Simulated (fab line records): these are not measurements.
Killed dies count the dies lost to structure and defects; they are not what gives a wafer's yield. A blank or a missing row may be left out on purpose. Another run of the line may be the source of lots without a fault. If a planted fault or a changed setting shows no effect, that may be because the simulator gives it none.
fab line records    flow rit-cmos
record lots=7  wafers=21  last-day=6
route steps=202 shown PLDD@116 SPACER@125 NSD@131 PSD@142 SDANNEAL@153 SILICIDE@161 M1@202
lots that met no fault: taken from a fault-free run of the same line
start-h: the number of hours between the record's first day and the start of the first shown wafer of the lot    wait-h: how many hours have passed since the lot's step before this one    " same as the row above    L1.1+2: several wafers, shown together as one row    - no value present, or no start provided    * or withheld: withheld    < > ~ a bound
route shown NAME@n: names a module that has steps shown in the file, with the first one's number in the route    usual: the fault-free wafers' mean and standard deviation    same: alike in all rows    chamber/n: place in a boat    sites: per-site readings    _std_site: standard deviation of those values    _edge_site: mean of outer sites minus mean of inner sites    radius-mm: for every site, how far away it sits from the centre of the wafer    mask NAME#n: copy n    behind: the tool/chamber that last shaped the wafer    hold: why the lot went on hold/how many hours it stayed there/how the hold came to an end    device: which transistor (n, p or np) failed to switch    end of line: tests of these same wafers at the route's end    where a step has no rows: the recipe by itself    killed: at the first sort, the dies lost to defects and structure; wafer yield is something else    map: dies across one wafer; x = killed, . = not, _ = none there
set.NAME: the setting that was run; set.NAME@STEP: the one run at that earlier step    model.NAME: the simulator's own value behind a step, which no gauge read
lots seen at some steps along the route; tables by step, rows by wafer
services: from which hour (start-h, from the record's first day; less than 0 if before it) a tool's chamber was out of use, for how many hours, and why
## steps
# step RIT_PLDD_SOFTBAKE_02
# recipe resist=NOVOLAK  temp-c=90  time-s=60
# step RIT_PLDD_EXPOSE_03
# recipe mask-id=M8  na=0.57  target-cd-nm=40900  dose-mj=250
# step RIT_PLDD_PEB_04
# recipe resist=NOVOLAK  temp-c=withheld  time-s=withheld
# step RIT_PLDD_DEVELOP_05
# recipe resist=NOVOLAK  develop-time-s=50  dev-temp-c=23
# step RIT_PLDD_OVL_MEAS_06
# usual PLDD_OVL=-1.1/1.5
lot.wafer  tool        chamber  start-h  wait-h  PLDD_OVL[nm]
L153.3     overlay-02  -        49.68    -       -2.0
L153.5     "           -        "        "       -3.1
L153.6     "           -        "        "       -1.4
L163.1     overlay-02  -        97.39    -       1.4
L163.3     "           -        "        "       0.4
L163.6     "           -        "        "       0.0
L166.2     overlay-01  -        112.94   -       -2.3
L166.4     "           -        "        "       -1.0
L166.5     "           -        "        "       -1.7
L168.3     overlay-02  -        126.39   -       -2.6
L168.5     "           -        "        "       -2.3
L168.6     "           -        "        "       -3.4
L169.4     overlay-01  -        126.51   -       -0.9
L169.5     "           -        "        "       -2.7
L169.6     "           -        "        "       -2.3
L170.2     overlay-01  -        131.88   -       -2.0
L170.5     "           -        "        "       -2.3
L170.6     "           -        "        "       -2.6
L172.2     overlay-01  -        140.93   -       -2.1
L172.4     "           -        "        "       -0.8
L172.6     "           -        "        "       -1.8
# step RIT_PLDD_HARDBAKE_07
# recipe resist=NOVOLAK  temp-c=140  time-s=60
# step RIT_PLDD_IMPLANT_08
# recipe species=BF2  energy-kev=20  dose-cm2=9e+14  tilt-deg=7
# step RIT_PLDD_STRIP_09
# recipe chemistry=O2  time-s=180  resist=NOVOLAK  platen-temp-c=withheld  power-w=500  pressure-mtorr=4000  o2-flow-sccm=4000
# usual drypump-motor-current-A=5.8/0.56
lot.wafer  tool             chamber  start-h  wait-h  drypump-motor-current-A  rf-hours-counter-h
L153.3     plasma-asher-01  0        50.06    0.1     5.6                      -
L153.5     "                0        "        "       5.6                      -
L153.6     "                1        "        "       6.1                      -
L163.1     plasma-asher-02  1        97.72    0.1     5.1                      47
L163.3     "                1        "        "       5.1                      -
L163.6     "                0        "        "       6.6                      -
L166.2     plasma-asher-01  1        113.27   0.1     6.1                      28
L166.4     "                1        "        "       6.1                      -
L166.5     "                0        "        "       5.6                      -
L168.3     plasma-asher-01  1        126.77   0.1     6.1                      -
L168.5     "                0        "        "       5.6                      -
L168.6     "                1        "        "       6.1                      -
L169.4     plasma-asher-02  0        126.92   0.1     6.5                      -
L169.5     "                1        "        "       5.1                      -
L169.6     "                0        "        "       6.5                      -
L170.2     plasma-asher-01  1        132.21   0.1     6.1                      30
L170.5     "                1        "        "       6.1                      -
L170.6     "                0        "        "       5.6                      -
L172.2     plasma-asher-04  0        141.26   0.1     5.7                      3
L172.4     "                0        "        "       5.8                      -
L172.6     "                0        "        "       5.7                      -
# step RIT_PLDD_TW_MEAS_10
# usual PLDD_TW=2355/16
lot.wafer  tool           chamber  start-h  wait-h  PLDD_TW
L153.3     film-metro-03  -        50.20    0.1     2321
L153.5     "              -        "        "       2325
L153.6     "              -        "        "       2332
L163.1     film-metro-01  -        97.90    0.1     2350
L163.3     "              -        "        "       2366
L163.6     "              -        "        "       2354
L166.2     film-metro-03  -        113.46   0.1     2334
L166.4     "              -        "        "       2333
L166.5     "              -        "        "       2333
L168.3     film-metro-04  -        126.91   0.1     2373
L168.5     "              -        "        "       2360
L168.6     "              -        "        "       2380
L169.4     film-metro-03  -        127.07   0.1     2357
L169.5     "              -        "        "       2362
L169.6     "              -        "        "       2362
L170.2     film-metro-01  -        132.39   0.1     2348
L170.5     "              -        "        "       2341
L170.6     "              -        "        "       2342
L172.2     film-metro-04  -        141.44   0.1     2369
L172.4     "              -        "        "       2369
L172.6     "              -        "        "       2373
# step RIT_SPACER_CLEAN_00
# recipe chemistry=SC1  mix=3:3:50  time-s=600  temp-c=75
# step RIT_SPACER_CLEAN_01
# recipe chemistry=dHF  dilution=50:1  time-s=30
# step RIT_SPACER_CLEAN_02
# recipe chemistry=SC2  mix=3:3:50  time-s=600  temp-c=75  dry=n2-spin
# step RIT_SPACER_CVD_03
# recipe material=Si3N4  target-thk-nm=250  temp-c=810  precursor=SiH2Cl2/NH3  time-s=3300  pressure-mtorr=300  sih2cl2-flow-sccm=60  nh3-flow-sccm=150
# usual spike-tc-centre-C=813.0/1  spike-tc-load-C=834.3/2  zone-power-load-pct=18.7/0.97
lot.wafer  tool      chamber  start-h  wait-h  spike-tc-centre-C  spike-tc-load-C  zone-power-load-pct  model.Si3N4_of_SPACER_CVD_03.thk-nm
L153.3     lpcvd-01  0        50.80    0.2     812.7              829.8            20.0                 249.2
L153.5     "         0        "        "       814.6              832.7            19.6                 249.9
L153.6     "         0        "        "       812.9              833.1            20.0                 251.4
L163.1     lpcvd-02  1        98.34    0.0     813.4              831.8            19.4                 248.2
L163.3     "         1        "        "       814.4              832.1            19.4                 250.4
L163.6     "         1        "        "       812.8              832.7            19.1                 248
L166.2     lpcvd-02  1        114.55   0.7     811.9              833.8            19.2                 249.2
L166.4     "         1        "        "       814.1              834.2            19.2                 249.7
L166.5     "         1        "        "       813.5              834.4            19.6                 249.3
L168.3     lpcvd-01  1        127.31   0.0     811.7              836.6            17.3                 258.5
L168.5     "         1        "        "       813.0              836.4            17.1                 258.3
L168.6     "         1        "        "       813.1              837.6            17.3                 256
L169.4     lpcvd-01  1        129.23   1.8     814.5              838.2            17.5                 259
L169.5     "         1        "        "       812.2              838.3            17.3                 257.6
L169.6     "         1        "        "       813.0              834.4            17.5                 257.5
L170.2     lpcvd-02  0        132.96   0.0     810.7              834.3            18.0                 251.5
L170.5     "         0        "        "       813.4              834.3            18.4                 251.7
L170.6     "         0        "        "       811.2              834.2            18.3                 250
L172.2     lpcvd-01  1        141.86   0.0     813.0              834.1            17.5                 256.5
L172.4     "         1        "        "       810.4              836.6            17.6                 256.1
L172.6     "         1        "        "       813.8              836.3            17.2                 255.7
# step RIT_SPACER_THK_MEAS_04
# recipe reads=Si3N4_of_SPACER_CVD_03
# usual SPACER_NITRIDE_THK=249.0/2.3
lot.wafer  tool           chamber  start-h  wait-h  hold                      SPACER_NITRIDE_THK[nm]
L153.3     film-metro-04  -        52.74    0.0     -                         249.2
L153.5     "              -        "        "       -                         250.0
L153.6     "              -        "        "       -                         251.4
L163.1     film-metro-02  -        100.26   0.0     -                         248.1
L163.3     "              -        "        "       -                         250.4
L163.6     "              -        "        "       -                         248.0
L166.2     film-metro-04  -        116.48   0.0     -                         248.9
L166.4     "              -        "        "       -                         249.8
L166.5     "              -        "        "       -                         249.3
L168.3     film-metro-03  -        129.25   0.0     await-dispo/0.2h/release  258.4
L168.5     "              -        "        "       await-dispo/0.2h/release  258.3
L168.6     "              -        "        "       await-dispo/0.2h/release  256.2
L168.3     film-metro-03  -        129.48   0.2     -                         258.5
L168.5     "              -        "        "       -                         258.2
L168.6     "              -        "        "       -                         256.1
L169.4     film-metro-02  -        131.18   0.0     await-dispo/0.2h/release  258.9
L169.5     "              -        "        "       await-dispo/0.2h/release  257.6
L169.6     "              -        "        "       await-dispo/0.2h/release  257.6
L169.4     film-metro-02  -        131.40   0.2     -                         258.9
L169.5     "              -        "        "       -                         257.4
L169.6     "              -        "        "       -                         257.4
L170.2     film-metro-02  -        134.89   0.0     -                         251.7
L170.5     "              -        "        "       -                         251.6
L170.6     "              -        "        "       -                         250.1
L172.2     film-metro-04  -        143.79   0.0     -                         256.5
L172.4     "              -        "        "       -                         256.0
L172.6     "              -        "        "       -                         255.5
# step RIT_SPACER_ETCHBACK_05
# recipe target-depth-a=2500  SF6_flow_sccm=30  CHF3_flow_sccm=30  target=Si3N4  chemistry=SF6/CHF3  pressure-mtorr=40  rf-w=250  time-s=240  stop-on=SiO2
# usual SF6_flow_sccm=29.99/0.079  drypump-motor-current-A=5.8/0.66  oes-product-au=0.843/0.016  throttle-valve-pct=10.14/0.13
lot.wafer  tool         chamber  start-h  wait-h  hold                      SF6_flow_sccm  drypump-motor-current-A  oes-product-au  rf-hours-counter-h  throttle-valve-pct  model.etch.depth-nm
L153.3     rie-diel-01  3        52.78    0.0     -                         30.05          6.5                      0.857           146                 10.22               249.2
L153.5     "            1        "        "       -                         29.97          5.9                      0.846           -                   10.13               249.9
L153.6     "            2        "        "       -                         29.92          4.6                      0.830           -                   10.13               251.4
L163.1     rie-diel-04  0        100.32   0.1     -                         29.94          5.8                      0.836           131                 10.40               248.2
L163.3     "            3        "        "       -                         30.17          5.6                      0.835           71                  10.37               250.4
L163.6     "            2        "        "       -                         29.93          5.6                      0.816           -                   9.99                248
L166.2     rie-diel-04  1        116.53   0.0     -                         29.84          6.0                      0.865           13                  10.05               249.2
L166.4     "            3        "        "       -                         29.95          5.6                      0.837           72                  10.36               249.7
L166.5     "            0        "        "       -                         29.98          5.8                      0.829           -                   10.39               249.3
L168.3     rie-diel-01  0        130.72   1.2     await-dispo/1.2h/release  29.99          6.0                      0.881           0                   9.99                258.5
L168.5     "            2        "        "       await-dispo/1.2h/release  30.07          4.6                      0.850           -                   10.13               258.3
L168.6     "            1        "        "       await-dispo/1.2h/release  29.98          5.9                      0.854           -                   10.16               256
L169.4     rie-diel-02  3        133.33   1.9     await-dispo/1.9h/release  29.88          4.8                      0.870           1                   10.02               259
L169.5     "            3        "        "       await-dispo/1.9h/release  29.87          4.8                      0.857           -                   10.02               257.6
L169.6     "            2        "        "       await-dispo/1.9h/release  30.05          6.7                      0.875           -                   10.03               257.5
L170.2     rie-diel-01  0        134.94   0.0     -                         29.91          5.9                      0.856           0                   9.96                251.5
L170.5     "            2        "        "       -                         29.96          4.6                      0.832           -                   10.14               251.7
L170.6     "            3        "        "       -                         30.01          6.5                      0.850           -                   10.22               250
L172.2     rie-diel-01  3        143.84   0.0     -                         29.96          6.5                      0.865           148                 10.22               256.5
L172.4     "            1        "        "       -                         29.99          5.9                      0.853           41                  10.18               256.1
L172.6     "            2        "        "       -                         30.10          4.6                      0.835           -                   10.13               255.7
# step RIT_NSD_HMDS_00
# recipe prime-time-s=60  prime-temp-c=140
# step RIT_NSD_COAT_01
# recipe resist=NOVOLAK  spin-rpm=3250  resist-thk-nm=1000
# step RIT_NSD_SOFTBAKE_02
# recipe resist=NOVOLAK  temp-c=90  time-s=60
# step RIT_NSD_EXPOSE_03
# recipe mask-id=M9  na=0.57  target-cd-nm=40700  dose-mj=250
# step RIT_NSD_PEB_04
# recipe resist=NOVOLAK  temp-c=withheld  time-s=withheld
# step RIT_NSD_DEVELOP_05
# recipe resist=NOVOLAK  develop-time-s=50  dev-temp-c=23
# step RIT_NSD_OVL_MEAS_06
# usual NSD_OVL=-0.5/1.9
lot.wafer  tool        chamber  start-h  wait-h  NSD_OVL[nm]
L153.3     overlay-01  -        53.92    -       0.1
L153.5     "           -        "        "       -0.6
L153.6     "           -        "        "       -0.2
L163.1     overlay-01  -        101.44   -       -0.1
L163.3     "           -        "        "       -0.8
L163.6     "           -        "        "       -1.9
L166.2     overlay-01  -        117.62   -       -3.4
L166.4     "           -        "        "       -3.1
L166.5     "           -        "        "       -2.8
L168.3     overlay-01  -        131.95   -       -0.3
L168.5     "           -        "        "       1.0
L168.6     "           -        "        "       0.2
L169.4     overlay-01  -        134.73   -       0.4
L169.5     "           -        "        "       0.6
L169.6     "           -        "        "       2.7
L170.2     overlay-02  -        135.95   -       -0.5
L170.5     "           -        "        "       -1.1
L170.6     "           -        "        "       0.0
L172.2     overlay-02  -        144.97   -       -2.0
L172.4     "           -        "        "       -1.9
L172.6     "           -        "        "       -0.5
# step RIT_NSD_HARDBAKE_07
# recipe resist=NOVOLAK  temp-c=140  time-s=60
# step RIT_NSD_IMPLANT_08
# recipe species=P  energy-kev=25  dose-cm2=1e+15  tilt-deg=7
# step RIT_NSD_STRIP_09
# recipe chemistry=O2  time-s=180  resist=NOVOLAK  platen-temp-c=withheld  power-w=500  pressure-mtorr=4000  o2-flow-sccm=4000
# usual drypump-motor-current-A=5.7/0.37
lot.wafer  tool             chamber  start-h  wait-h  drypump-motor-current-A  rf-hours-counter-h
L153.3     plasma-asher-03  1        54.30    0.1     5.2                      -
L153.5     "                0        "        "       6.0                      -
L153.6     "                1        "        "       5.2                      -
L163.1     plasma-asher-04  1        101.78   0.1     5.1                      48
L163.3     "                0        "        "       5.7                      -
L163.6     "                1        "        "       5.1                      -
L166.2     plasma-asher-04  1        117.95   0.1     5.1                      0
L166.4     "                1        "        "       5.1                      -
L166.5     "                0        "        "       5.7                      -
L168.3     plasma-asher-03  1        132.41   0.1     5.2                      -
L168.5     "                1        "        "       5.2                      -
L168.6     "                0        "        "       6.0                      -
L169.4     plasma-asher-04  1        135.11   0.1     5.1                      -
L169.5     "                1        "        "       5.1                      -
L169.6     "                0        "        "       5.8                      -
L170.2     plasma-asher-04  1        136.28   0.1     5.1                      2
L170.5     "                0        "        "       5.7                      -
L170.6     "                1        "        "       5.1                      -
L172.2     plasma-asher-01  0        145.30   0.1     5.6                      31
L172.4     "                1        "        "       6.1                      -
L172.6     "                1        "        "       6.1                      -
# step RIT_NSD_TW_MEAS_10
# usual NSD_TW=3129/21
lot.wafer  tool           chamber  start-h  wait-h  NSD_TW
L153.3     film-metro-01  -        54.43    0.1     3114
L153.5     "              -        "        "       3111
L153.6     "              -        "        "       3103
L163.1     film-metro-01  -        101.95   0.1     3149
L163.3     "              -        "        "       3147
L163.6     "              -        "        "       3143
L166.2     film-metro-04  -        118.13   0.1     3152
L166.4     "              -        "        "       3138
L166.5     "              -        "        "       3155
L168.3     film-metro-01  -        132.55   0.1     3104
L168.5     "              -        "        "       3110
L168.6     "              -        "        "       3127
L169.4     film-metro-03  -        135.26   0.1     3154
L169.5     "              -        "        "       3133
L169.6     "              -        "        "       3153
L170.2     film-metro-01  -        136.46   0.1     3104
L170.5     "              -        "        "       3116
L170.6     "              -        "        "       3126
L172.2     film-metro-01  -        145.48   0.1     3140
L172.4     "              -        "        "       3126
L172.6     "              -        "        "       3126
# step RIT_PSD_HMDS_00
# recipe prime-time-s=60  prime-temp-c=140
# step RIT_PSD_COAT_01
# recipe resist=NOVOLAK  spin-rpm=3250  resist-thk-nm=1000
# step RIT_PSD_SOFTBAKE_02
# recipe resist=NOVOLAK  temp-c=90  time-s=60
# step RIT_PSD_EXPOSE_03
# recipe mask-id=M10  na=0.57  target-cd-nm=40900  dose-mj=250
# step RIT_PSD_PEB_04
# recipe resist=NOVOLAK  temp-c=withheld  time-s=withheld
# step RIT_PSD_DEVELOP_05
# recipe resist=NOVOLAK  develop-time-s=50  dev-temp-c=23
# step RIT_PSD_OVL_MEAS_06
# usual PSD_OVL=0.0/1.5
lot.wafer  tool        chamber  start-h  wait-h  PSD_OVL[nm]
L153.3     overlay-01  -        55.34    -       2.7
L153.5     "           -        "        "       1.6
L153.6     "           -        "        "       1.8
L163.1     overlay-01  -        103.11   -       -1.3
L163.3     "           -        "        "       -0.9
L163.6     "           -        "        "       -0.2
L166.2     overlay-01  -        119.16   -       -1.3
L166.4     "           -        "        "       -2.3
L166.5     "           -        "        "       -1.6
L168.3     overlay-02  -        133.50   -       0.5
L168.5     "           -        "        "       0.1
L168.6     "           -        "        "       0.2
L169.4     overlay-02  -        136.43   -       2.3
L169.5     "           -        "        "       2.0
L169.6     "           -        "        "       2.1
L170.2     overlay-01  -        137.37   -       -4.4
L170.5     "           -        "        "       -1.7
L170.6     "           -        "        "       -2.8
L172.2     overlay-02  -        146.51   -       -0.5
L172.4     "           -        "        "       0.3
L172.6     "           -        "        "       0.8
# step RIT_PSD_HARDBAKE_07
# recipe resist=NOVOLAK  temp-c=140  time-s=60
# step RIT_PSD_IMPLANT_08
# recipe species=BF2  energy-kev=27  dose-cm2=5e+15  tilt-deg=7
# step RIT_PSD_STRIP_09
# recipe chemistry=O2  time-s=180  resist=NOVOLAK  platen-temp-c=withheld  power-w=500  pressure-mtorr=4000  o2-flow-sccm=4000
# usual drypump-motor-current-A=5.6/0.52
lot.wafer  tool             chamber  start-h  wait-h  drypump-motor-current-A  rf-hours-counter-h
L153.3     plasma-asher-02  0        55.72    0.1     6.5                      -
L153.5     "                1        "        "       5.2                      -
L153.6     "                0        "        "       6.5                      -
L163.1     plasma-asher-04  1        103.45   0.1     5.1                      48
L163.3     "                1        "        "       5.1                      -
L163.6     "                1        "        "       5.1                      -
L166.2     plasma-asher-02  1        119.49   0.1     5.2                      50
L166.4     "                0        "        "       6.5                      -
L166.5     "                1        "        "       5.1                      -
L168.3     plasma-asher-03  0        133.88   0.1     6.0                      -
L168.5     "                1        "        "       5.2                      -
L168.6     "                0        "        "       6.0                      -
L169.4     plasma-asher-02  0        136.81   0.1     6.5                      -
L169.5     "                1        "        "       5.1                      -
L169.6     "                0        "        "       6.5                      -
L170.2     plasma-asher-02  0        137.70   0.1     6.5                      52
L170.5     "                1        "        "       5.1                      -
L170.6     "                0        "        "       6.5                      -
L172.2     plasma-asher-02  1        146.84   0.1     5.1                      53
L172.4     "                1        "        "       5.2                      -
L172.6     "                1        "        "       5.2                      -
# step RIT_PSD_TW_MEAS_10
# usual PSD_TW=3438/25
lot.wafer  tool           chamber  start-h  wait-h  PSD_TW
L153.3     film-metro-04  -        55.86    0.1     3495
L153.5     "              -        "        "       3476
L153.6     "              -        "        "       3480
L163.1     film-metro-01  -        103.62   0.1     3438
L163.3     "              -        "        "       3452
L163.6     "              -        "        "       3440
L166.2     film-metro-04  -        119.68   0.1     3480
L166.4     "              -        "        "       3465
L166.5     "              -        "        "       3470
L168.3     film-metro-04  -        134.02   0.1     3445
L168.5     "              -        "        "       3464
L168.6     "              -        "        "       3441
L169.4     film-metro-03  -        136.96   0.1     3444
L169.5     "              -        "        "       3460
L169.6     "              -        "        "       3446
L170.2     film-metro-04  -        137.88   0.1     3462
L170.5     "              -        "        "       3448
L170.6     "              -        "        "       3475
L172.2     film-metro-03  -        147.03   0.1     3420
L172.4     "              -        "        "       3433
L172.6     "              -        "        "       3398
# step RIT_SDANNEAL_CLEAN_00
# recipe chemistry=SC1  mix=3:3:50  time-s=600  temp-c=75
# step RIT_SDANNEAL_CLEAN_01
# recipe chemistry=dHF  dilution=50:1  time-s=30
# step RIT_SDANNEAL_CLEAN_02
# recipe chemistry=SC2  mix=3:3:50  time-s=600  temp-c=75  dry=n2-spin
# step RIT_SDANNEAL_RTA_03
# recipe temp-c=1050  time-s=5  idle-temp-c=600  ramp-up-c-per-s=342  ramp-down-c-per-s=171  cool-to-c=600  ambient=N2
# usual wafer_temp_C_max=1053.5/1.1
lot.wafer  tool           chamber  start-h  wait-h  wafer_temp_C_max
L153.3     rtp-anneal-01  0        56.28    0.0     1052.0
L153.5     "              0        "        "       1052.8
L153.6     "              0        "        "       1053.7
L163.1     rtp-anneal-01  0        104.05   0.0     1053.4
L163.3     "              0        "        "       1053.6
L163.6     "              0        "        "       1052.3
L166.2     rtp-anneal-02  0        120.14   0.0     1053.9
L166.4     "              0        "        "       1057.2
L166.5     "              0        "        "       1053.7
L168.3     rtp-anneal-02  0        134.44   0.0     1053.5
L168.5     "              0        "        "       1053.4
L168.6     "              0        "        "       1054.1
L169.4     rtp-anneal-01  0        137.73   0.0     1052.9
L169.5     "              0        "        "       1052.7
L169.6     "              0        "        "       1054.7
L170.2     rtp-anneal-02  0        138.31   0.0     1053.7
L170.5     "              0        "        "       1053.2
L170.6     "              0        "        "       1052.6
L172.2     rtp-anneal-02  0        147.46   0.0     1053.6
L172.4     "              0        "        "       1054.5
L172.6     "              0        "        "       1052.5
# step RIT_SDANNEAL_RS_MEAS_04
# recipe thk-meas-gauge=four-point-probe
# usual PSD_RS=115.9/0.3
lot.wafer  tool           chamber  start-h  wait-h  PSD_RS[ohm/sq]
L153.3     film-metro-03  -        56.36    0.1     116.2
L153.5     "              -        "        "       116.3
L153.6     "              -        "        "       115.8
L163.1     film-metro-03  -        104.11   0.0     115.4
L163.3     "              -        "        "       115.2
L163.6     "              -        "        "       115.4
L166.2     film-metro-03  -        120.21   0.1     116.1
L166.4     "              -        "        "       116.3
L166.5     "              -        "        "       116.3
L168.3     film-metro-04  -        134.73   0.3     115.4
L168.5     "              -        "        "       115.3
L168.6     "              -        "        "       115.2
L169.4     film-metro-01  -        137.82   0.1     115.6
L169.5     "              -        "        "       115.6
L169.6     "              -        "        "       115.4
L170.2     film-metro-01  -        138.38   0.1     115.7
L170.5     "              -        "        "       116.0
L170.6     "              -        "        "       116.1
L172.2     film-metro-04  -        147.52   0.1     116.3
L172.4     "              -        "        "       116.2
L172.6     "              -        "        "       116.6
# step RIT_SILICIDE_WET_ETCH_00
# recipe chemistry=BOE  target=SiO2  target-depth-nm=14  time-s=15  dry=n2-spin  dilution=10:1  temp-c=21.5
lot.wafer  tool          chamber  start-h  wait-h  model.Si3N4_of_SPACER_CVD_03.thk-nm
L153.3     wet-bench-02  2        56.80    0.1     195.5
L153.5     "             2        "        "       194.9
L153.6     "             2        "        "       197.5
L163.1     wet-bench-04  2        104.59   0.1     193.1
L163.3     "             2        "        "       194.6
L163.6     "             2        "        "       193.6
L166.2     wet-bench-02  3        120.67   0.1     193.6
L166.4     "             3        "        "       194.2
L166.5     "             3        "        "       193.5
L168.3     wet-bench-04  3        135.24   0.1     202.5
L168.5     "             3        "        "       202.9
L168.6     "             3        "        "       200
L169.4     wet-bench-04  0        138.30   0.1     201.3
L169.5     "             0        "        "       200.3
L169.6     "             0        "        "       199.4
L170.2     wet-bench-04  1        138.84   0.1     197.8
L170.5     "             1        "        "       197.9
L170.6     "             1        "        "       195.9
L172.2     wet-bench-04  1        147.98   0.1     200.4
L172.4     "             1        "        "       199.8
L172.6     "             1        "        "       200.3
# step RIT_M1_PROBE_99
# usual killed-at-contacts=0.1/0.23  killed-at-front-end=7/3  killed-dies=7/3  killed-open=3.3/1.8  killed-short=3.3/2.2
# same gross-dies=264  killed_at_M0_to_M3=0  killed_at_M4_up=0  killed-at-back-side=0  killed-at-other=0
lot.wafer  tool       chamber  start-h  wait-h  killed-at-contacts  killed-at-front-end  killed-dies  killed-open  killed-short  model.etest.nwell-pinched.rs-ohm-sq  model.etest.diode-nplus-comb.cj-ff-um2
L153.3     prober-01  -        63.80    0.2     0                   7                    7            2            5             335.9                                2.641
L153.5     prober-01  -        63.90    0.2     0                   8                    8            5            3             337.1                                2.653
L153.6     prober-01  -        63.95    0.2     0                   5                    5            4            1             331.4                                2.602
L163.1     prober-02  -        111.39   0.1     0                   2                    2            1            1             339.5                                2.652
L163.3     prober-02  -        111.49   0.2     0                   8                    8            5            3             337.7                                2.66
L163.6     prober-02  -        111.64   0.2     0                   5                    5            1            4             337.4                                2.632
L166.2     prober-01  -        129.98   0.1     0                   5                    5            2            3             340                                  2.662
L166.4     prober-01  -        130.08   0.2     0                   3                    3            2            1             336.5                                2.661
L166.5     prober-01  -        130.13   0.2     0                   5                    5            3            2             339.9                                2.669
L168.3     prober-01  -        142.59   0.2     0                   3                    3            2            1             -                                    -
L168.5     prober-01  -        142.69   0.2     0                   5                    5            4            1             -                                    -
L168.6     prober-01  -        142.74   0.2     0                   3                    3            2            1             -                                    -
L170.2     prober-01  -        145.79   0.1     0                   2                    2            1            1             330.7                                2.572
L170.5     prober-01  -        145.94   0.2     0                   2                    2            2            0             330.4                                2.57
L170.6     prober-01  -        145.99   0.2     1                   9                    10           6            4             333.8                                2.598
L169.4     prober-02  -        145.97   0.2     0                   7                    7            6            1             -                                    -
L169.5     prober-02  -        146.02   0.2     1                   14                   15           4            11            -                                    -
L169.6     prober-02  -        146.07   0.2     0                   10                   10           8            2             -                                    -
L172.2     prober-01  -        155.66   0.1     0                   8                    8            6            2             331.5                                2.62
L172.4     prober-01  -        155.76   0.2     0                   3                    3            2            1             331.8                                2.634
L172.6     prober-01  -        155.86   0.2     1                   4                    5            2            3             326.6                                2.606
# killed by level:class
L153.3 GATE:geometric-particle:short=3 FOX1:geometric-particle:short=1 GATE:geometric-particle:open=1 SILICIDE:geometric-particle:open=1 SILICIDE:geometric-particle:short=1
L153.5 GATE:geometric-particle:open=3 GATE:geometric-particle:short=2 FOX2:geometric-particle:open=1 SPACER:geometric-particle:open=1 SPACER:geometric-particle:short=1
L153.6 GATE:geometric-particle:open=2 SPACER:geometric-particle:open=2 FOX2:geometric-particle:short=1
L163.1 FOX2:geometric-particle:short=1 REOX:geometric-particle:open=1
L163.3 FOX1:geometric-particle:short=2 GATE:geometric-particle:open=2 FOX1:geometric-particle:open=1 GATE:geometric-particle:short=1 SPACER:geometric-particle:open=1 SILICIDE:geometric-particle:open=1
L163.6 GATE:geometric-particle:short=4 SPACER:geometric-particle:open=1
L166.2 GATE:geometric-particle:short=1 GATE:geometric-particle:open=1 REOX:geometric-particle:short=1 REOX:geometric-particle:open=1 SPACER:geometric-particle:short=1
L166.4 GATE:geometric-particle:open=1 SPACER:geometric-particle:open=1 SPACER:geometric-particle:short=1
L166.5 REOX:geometric-particle:open=2 FOX1:geometric-particle:short=1 GATE:geometric-particle:open=1 SILICIDE:geometric-particle:short=1
L168.3 GATE:geometric-particle:open=1 REOX:geometric-particle:open=1 SPACER:geometric-particle:short=1
L168.5 REOX:geometric-particle:open=3 FOX2:geometric-particle:open=1 GATE:geometric-particle:short=1
L168.6 GATE:geometric-particle:open=2 REOX:geometric-particle:short=1
L170.2 FOX1:geometric-particle:short=1 GATE:geometric-particle:open=1
L170.5 FOX1:geometric-particle:open=1 GATE:geometric-particle:open=1
L169.4 FOX1:geometric-particle:open=2 GATE:geometric-particle:open=2 GATE:geometric-particle:short=1 REOX:geometric-particle:open=1 SPACER:geometric-particle:open=1
L170.6 FOX1:geometric-particle:short=2 GATE:geometric-particle:open=2 SILICIDE:geometric-particle:open=2 FOX2:geometric-particle:open=1 GATE:geometric-particle:short=1 SILICIDE:geometric-particle:short=1 CONTACT:geometric-particle:open=1
L169.5 FOX1:geometric-particle:short=3 FOX2:geometric-particle:short=2 SPACER:geometric-particle:open=2 SILICIDE:geometric-particle:short=2 FOX1:geometric-particle:open=1 GATE:geometric-particle:short=1 REOX:geometric-particle:open=1 REOX:geometric-particle:short=1
L169.6 FOX1:geometric-particle:open=4 FOX1:geometric-particle:short=1 FOX2:geometric-particle:short=1 GATE:geometric-particle:open=1 REOX:geometric-particle:open=1 SPACER:geometric-particle:open=1 SILICIDE:geometric-particle:open=1
L172.2 REOX:geometric-particle:open=3 FOX1:geometric-particle:open=2 REOX:geometric-particle:short=2 FOX2:geometric-particle:open=1
L172.4 GATE:geometric-particle:open=1 SPACER:geometric-particle:short=1 SILICIDE:geometric-particle:open=1
L172.6 SPACER:geometric-particle:short=2 FOX1:geometric-particle:open=1 SILICIDE:geometric-particle:short=1 CONTACT:geometric-particle:open=1
## services
tool             chamber  start-h  hours  kind
rie-diel-04      0        33.63    15.6   repair
rie-diel-04      2        47.36    17.2   repair
rie-diel-04      -        56.62    14.6   pm
rie-diel-02      3        68.64    -      clean
rie-diel-02      3        68.64    20.6   scheduled-down
rie-diel-02      3        68.64    20.6   vent-cycle
rie-diel-01      0        87.76    5.4    repair
wet-bench-02     -        92.42    3.8    repair
rie-diel-01      0        93.16    -      clean
rie-diel-01      0        93.16    12.9   scheduled-down
rie-diel-01      0        93.16    12.9   vent-cycle
plasma-asher-04  -        108.75   9.0    pm
plasma-asher-04  0        108.75   9.0    vent-cycle
plasma-asher-04  1        108.75   9.0    vent-cycle
plasma-asher-04  0        117.75   -      clean
plasma-asher-04  1        117.75   -      clean
rie-diel-02      0        119.41   8.8    repair
## key
first-sign step=RIT_SPACER_THK_MEAS_04  reading=visit  direction=added
effect step=RIT_SPACER_THK_MEAS_04  reading=SPACER_NITRIDE_THK  direction=up  sigmas=3.6  usual=249.0  struck=257.2
model-effect step=RIT_SPACER_CVD_03  value=Si3N4_of_SPACER_CVD_03.thk-nm  without=247.1  struck=257.2
model-effect step=RIT_SPACER_ETCHBACK_05  value=etch.depth-nm  without=247.1  struck=257.2
model-effect step=RIT_SILICIDE_WET_ETCH_00  value=Si3N4_of_SPACER_CVD_03.thk-nm  without=192.8  struck=200.8
model-effect step=RIT_M1_PROBE_99  value=etest.nwell-pinched.rs-ohm-sq  without=335.7  struck=330
met-at RIT_SPACER_CVD_03
struck-wafers L168.3,L168.5,L168.6,L169.4,L169.5,L169.6,L172.2,L172.4,L172.6
tester-left-out L168,L169,L172
fault kind=process-parameter-drift  tool=lpcvd-01  chamber=1  onset-h=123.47  steps=RIT_SPACER_CVD_03  channel=time-s  offset=*  shape=step  end-h=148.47  acts-in=*  stated=*
# tester-left-out: of these lots the tester's yield and bins aren't shown, on N5 and GAA mostly nor the transistor test; their killed dies are dies lost to structure and defects alone, not to doping, threshold or leakage, so they don't give the yield
